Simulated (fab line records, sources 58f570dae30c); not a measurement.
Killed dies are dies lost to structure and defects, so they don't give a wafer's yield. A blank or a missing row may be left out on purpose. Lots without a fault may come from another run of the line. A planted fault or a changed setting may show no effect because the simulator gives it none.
Split-lot experiment | flow berkeley_cmos170 | 5 lots, 23 wafers read, on a route of 331 steps

THE SPLIT
At UCB170_CONTACT_CVD_01 (deposits PSG from SiH4/O2/PH3, target thk 700 nm, time 2820 s), the setting time_s was moved away from the recipe's 2820 s on 20 of the 23 wafers read, by -13.8% to +7.6%. The other wafers ran this setting at the recipe's value.

The file shows no step between the split and the reading.

THE READING
CONTACT_PSG_THK, in nm, at UCB170_CONTACT_THK_MEAS_02. Fault-free wafers of this fab line usually give 702 nm, standard deviation 7.5 nm.

wafer  | tool, chamber at the split | time_s as run, s | against the recipe | CONTACT_PSG_THK, nm | against lot-mates on the recipe
L075.2 | -, -                       | 2991             | +6.1%              | 744                 | no lot-mate on the recipe
L075.3 | -, -                       | 2991             | +6.1%              | 745                 | no lot-mate on the recipe
L075.4 | -, -                       | 2991             | +6.1%              | 739                 | no lot-mate on the recipe
L075.5 | -, -                       | 2991             | +6.1%              | 742                 | no lot-mate on the recipe
L075.6 | -, -                       | 2991             | +6.1%              | 742                 | no lot-mate on the recipe
L081.1 | -, -                       | 2432             | -13.8%             | 615                 | no lot-mate on the recipe
L081.2 | -, -                       | 2432             | -13.8%             | 612                 | no lot-mate on the recipe
L081.3 | -, -                       | 2432             | -13.8%             | 609                 | no lot-mate on the recipe
L081.4 | -, -                       | 2432             | -13.8%             | 615                 | no lot-mate on the recipe
L081.5 | -, -                       | 2432             | -13.8%             | 612                 | no lot-mate on the recipe
L080.2 | -, -                       | 2701             | -4.2%              | 669                 | no lot-mate on the recipe
L080.3 | -, -                       | 2701             | -4.2%              | 663                 | no lot-mate on the recipe
L080.4 | -, -                       | 2701             | -4.2%              | 665                 | no lot-mate on the recipe
L080.5 | -, -                       | 2701             | -4.2%              | 663                 | no lot-mate on the recipe
L080.6 | -, -                       | 2701             | -4.2%              | 669                 | no lot-mate on the recipe
L084.1 | lpcvd-01, 1                | 2820             | recipe             | 719                 | -
L084.4 | lpcvd-01, 1                | 2820             | recipe             | 709                 | -
L084.5 | lpcvd-01, 1                | 2820             | recipe             | 720                 | -
L085.1 | -, -                       | 3033             | +7.6%              | 760                 | no lot-mate on the recipe
L085.2 | -, -                       | 3033             | +7.6%              | 758                 | no lot-mate on the recipe
L085.3 | -, -                       | 3033             | +7.6%              | 753                 | no lot-mate on the recipe
L085.4 | -, -                       | 3033             | +7.6%              | 762                 | no lot-mate on the recipe
L085.6 | -, -                       | 3033             | +7.6%              | 754                 | no lot-mate on the recipe

THE FIT
A straight line over all 23 wafers: CONTACT_PSG_THK changes by +6.83 nm for each +1% of time_s; r = +0.99; the points scatter about the line by 7.5 nm.
Too few moved wafers have a lot-mate on the recipe to fit a line with each lot's own level taken away.

THE WHOLE CHAIN: every reading that the file lists as answering this split, in the file's order
step                       | what it does                                                  | reading                                                                       | change (the file's fit)              | r (the file's)
UCB170_CONTACT_CVD_01      | deposits PSG from SiH4/O2/PH3, target thk 700 nm, time 2820 s | PSG_of_CONTACT_CVD_01.thk_nm (the simulator's own value, which no gauge read) | +6.82 nm for each +1% of the setting | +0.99
UCB170_CONTACT_THK_MEAS_02 |                                                               | CONTACT_PSG_THK                                                               | +6.82 for each +1% of the setting    | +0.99

THE FILE'S OWN FIT
CONTACT_PSG_THK changes by +6.82 nm for each +1% of time_s, r = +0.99.
